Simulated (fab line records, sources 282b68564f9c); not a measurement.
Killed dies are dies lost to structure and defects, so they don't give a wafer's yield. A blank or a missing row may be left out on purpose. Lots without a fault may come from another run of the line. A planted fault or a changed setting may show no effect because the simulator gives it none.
Split-lot experiment | flow rit_cmos | 5 lots, 23 wafers read, on a route of 202 steps

THE SPLIT
At RIT_PLDD_COAT_01 (resist thk 1000 nm), the setting resist_thk_nm was moved away from the recipe's 1000 nm on 7 of the 23 wafers read, by -5.3% to +5.5%. The other wafers ran this setting at the recipe's value.

The reading is taken at the split's own step.

THE READING
NOVOLAK_of_PLDD_COAT_01.thk_nm (the simulator's own value, which no gauge read), in nm, at RIT_PLDD_COAT_01 (resist thk 1000 nm). The file gives no usual value for it. The 16 wafers here that ran the recipe average 999.4 nm, standard deviation 2.2 nm.

wafer  | tool, chamber at the split | resist_thk_nm as run, nm | against the recipe | NOVOLAK_of_PLDD_COAT_01.thk_nm, nm | against lot-mates on the recipe
L076.1 | litho_track-01, 0          | 1000                     | recipe             | 1002                               | -
L076.2 | litho_track-01, 0          | 946.5                    | -5.3%              | 944.5                              | -56.5
L076.4 | litho_track-01, 0          | 946.5                    | -5.3%              | 946.1                              | -54.9
L076.5 | litho_track-01, 0          | 1000                     | recipe             | 1000                               | -
L076.6 | litho_track-01, 0          | 1000                     | recipe             | 1001                               | -
L078.1 | litho_track-02, 0          | 1000                     | recipe             | 998.8                              | -
L078.2 | litho_track-02, 0          | 1000                     | recipe             | 997.7                              | -
L078.3 | litho_track-02, 0          | 1000                     | recipe             | 995.6                              | -
L078.5 | litho_track-02, 0          | 1000                     | recipe             | 997.1                              | -
L078.6 | litho_track-02, 0          | 1000                     | recipe             | 994.9                              | -
L079.1 | litho_track-01, 0          | 1000                     | recipe             | 1002                               | -
L079.2 | litho_track-01, 0          | 1000                     | recipe             | 1003                               | -
L079.6 | litho_track-01, 0          | 1000                     | recipe             | 999.1                              | -
L080.1 | litho_track-01, 0          | 970.9                    | -2.9%              | 970.5                              | -28.8
L080.2 | litho_track-01, 0          | 970.9                    | -2.9%              | 971.6                              | -27.7
L080.4 | litho_track-01, 0          | 1000                     | recipe             | 999                                | -
L080.5 | litho_track-01, 0          | 1000                     | recipe             | 1001                               | -
L080.6 | litho_track-01, 0          | 1000                     | recipe             | 997.9                              | -
L082.1 | litho_track-02, 0          | 1055                     | +5.5%              | 1058                               | +57.5
L082.2 | litho_track-02, 0          | 1055                     | +5.5%              | 1058                               | +57.5
L082.3 | litho_track-02, 0          | 1000                     | recipe             | 1001                               | -
L082.4 | litho_track-02, 0          | 1055                     | +5.5%              | 1055                               | +54.5
L082.6 | litho_track-02, 0          | 1000                     | recipe             | 999.9                              | -

THE FIT
A straight line over all 23 wafers: NOVOLAK_of_PLDD_COAT_01.thk_nm changes by +10.3 nm for each +1% of resist_thk_nm; r = +1.00; the points scatter about the line by 2.1 nm.
The same after taking each lot's own level away (the mean of its wafers on the recipe; 23 wafers): +10.3 nm for each +1%; r = +1.00; scatter 1.4 nm.
On that fit, the largest move of resist_thk_nm shifts the reading by 56 nm.
The lots' own levels span 996.82 to 1001.37 nm, that is 2.0 times the standard deviation above.
So the lot-to-lot level changes the slope little: the two slopes agree.
Check: with one of the wafers moved furthest among these (+5.5%) left out of the fit, the line predicts +56.3 nm for it against its lot-mates. It came out at +57.5 nm against them.

OTHER SPLITS ON THESE WAFERS
These wafers also went through other splits before the reading. Each is held against what the fit with the lots' levels taken away leaves over:
other split on the same wafers   | wafers away from the commonest value | r with NOVOLAK_of_PLDD_COAT_01.thk_nm (lot level and that fit taken away)
RIT_ACTIVE_CVD_03 pressure_mtorr | 15                                   | -0.15
RIT_ACTIVE_DEVELOP_10 dev_temp_c | 6                                    | -0.03
RIT_FOX2_OXIDATION_00 ox_time_s  | 10                                   | -0.09
RIT_PWELL_COAT_01 spin_rpm       | 11                                   | +0.05
RIT_PWELL_IMPLANT_08 dose_cm2    | 7                                    | -0.13
RIT_NRETRO_COAT_01 resist_thk_nm | 7                                    | +0.10
RIT_NRETRO_SOFTBAKE_02 time_s    | 10                                   | -0.04
RIT_PRETRO_COAT_01 spin_rpm      | 8                                    | -0.06
RIT_PRETRO_HARDBAKE_07 temp_c    | 6                                    | -0.12
RIT_GATE_EXPOSE_13 dose_mj       | 8                                    | +0.05

THE FILE'S OWN FIT
NOVOLAK_of_PLDD_COAT_01.thk_nm changes by +10.3 nm for each +1% of resist_thk_nm, r = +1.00.
